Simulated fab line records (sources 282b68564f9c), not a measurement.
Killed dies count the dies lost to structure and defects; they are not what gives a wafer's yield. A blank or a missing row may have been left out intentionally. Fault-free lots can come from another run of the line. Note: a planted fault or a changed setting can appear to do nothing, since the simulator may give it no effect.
Matching of chambers :: flow ritCmos :: RIT_GATE_ETCH_19 on rieSi-02 has 4 sister chambers
The step etches poly-Si in SF6/CHF3/O2, stops on SiO2, time 165 s, target depth 312.5 nm. 18 wafers are shown with their chamber, then 9 later ones without.

## WAFERS PAIRED WITH THEIR CHAMBERS
wafer: L106.1
chamber: 1
throttleValvePct (%): 10.57
oesProductAu (a.u.): 0.830

wafer: L106.5
chamber: 0
throttleValvePct (%): 10.29
oesProductAu (a.u.): 0.846

wafer: L106.6
chamber: 2
throttleValvePct (%): 10.28
oesProductAu (a.u.): 0.877

wafer: L108.3
chamber: 0
throttleValvePct (%): 10.31
oesProductAu (a.u.): 0.856

wafer: L108.4
chamber: 0
throttleValvePct (%): 10.30
oesProductAu (a.u.): 0.853

wafer: L108.6
chamber: 2
throttleValvePct (%): 10.30
oesProductAu (a.u.): 0.877

wafer: L112.1
chamber: 3
throttleValvePct (%): 10.17
oesProductAu (a.u.): 0.858

wafer: L112.2
chamber: 1
throttleValvePct (%): 10.57
oesProductAu (a.u.): 0.833

wafer: L112.6
chamber: 1
throttleValvePct (%): 10.56
oesProductAu (a.u.): 0.822

wafer: L114.1
chamber: 1
throttleValvePct (%): 10.57
oesProductAu (a.u.): 0.840

wafer: L114.2
chamber: 3
throttleValvePct (%): 10.16
oesProductAu (a.u.): 0.877

wafer: L114.3
chamber: 0
throttleValvePct (%): 10.30
oesProductAu (a.u.): 0.854

wafer: L120.2
chamber: 1
throttleValvePct (%): 10.56
oesProductAu (a.u.): 0.827

wafer: L120.3
chamber: 3
throttleValvePct (%): 10.17
oesProductAu (a.u.): 0.861

wafer: L120.4
chamber: 2
throttleValvePct (%): 10.30
oesProductAu (a.u.): 0.866

wafer: L122.1
chamber: 3
throttleValvePct (%): 10.17
oesProductAu (a.u.): 0.867

wafer: L122.5
chamber: 3
throttleValvePct (%): 10.16
oesProductAu (a.u.): 0.870

wafer: L122.6
chamber: 2
throttleValvePct (%): 10.32
oesProductAu (a.u.): 0.872

SIGNATURES, as means of the wafers listed above
reading: throttleValvePct
chamber 0: 10.3000
chamber 1: 10.5660
chamber 2: 10.3000
chamber 3: 10.1660
scatter within a chamber: 0.00941

reading: oesProductAu
chamber 0: 0.85225
chamber 1: 0.83040
chamber 2: 0.87300
chamber 3: 0.86660
scatter within a chamber: 0.00624
Rule: for a wafer and a chamber, the distance is found by dividing, reading by reading, the gap between the wafer's reading and the chamber's mean by the reading's scatter, squaring, summing and taking the root. If the next closest chamber is less than 2 further off than the closest, the wafer can't be placed; otherwise it belongs to the closest. The scatter: take each reading less its chamber's mean, square it, sum over the shown wafers, divide by the number of wafers less the number of chambers, and take the root.

## WAFERS WHOSE CHAMBER IS MISSING
wafer: L124.1
throttleValvePct (%): 10.57
oesProductAu (a.u.): 0.836

wafer: L124.3
throttleValvePct (%): 10.30
oesProductAu (a.u.): 0.869

wafer: L124.6
throttleValvePct (%): 10.16
oesProductAu (a.u.): 0.866

wafer: L126.3
throttleValvePct (%): 10.30
oesProductAu (a.u.): 0.850

wafer: L126.4
throttleValvePct (%): 10.17
oesProductAu (a.u.): 0.861

wafer: L126.5
throttleValvePct (%): 10.56
oesProductAu (a.u.): 0.833

wafer: L128.1
throttleValvePct (%): 10.57
oesProductAu (a.u.): 0.844

wafer: L128.2
throttleValvePct (%): 10.16
oesProductAu (a.u.): 0.876

wafer: L128.4
throttleValvePct (%): 10.28
oesProductAu (a.u.): 0.858

## EACH ONE'S CHAMBER
wafer: L124.1
from the rows above: 1
in truth: 1

wafer: L124.3
from the rows above: 2
in truth: 2

wafer: L124.6
from the rows above: 3
in truth: 3

wafer: L126.3
from the rows above: 0
in truth: 0

wafer: L126.4
from the rows above: 3
in truth: 3

wafer: L126.5
from the rows above: 1
in truth: 1

wafer: L128.1
from the rows above: 1
in truth: 1

wafer: L128.2
from the rows above: 3
in truth: 3

wafer: L128.4
from the rows above: can't be placed: 0 or 2
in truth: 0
Correctly placed: 8 of 9. Cannot be placed on the basis of these rows: 1; the candidates contain the true chamber in 1. 0 placed wrongly.
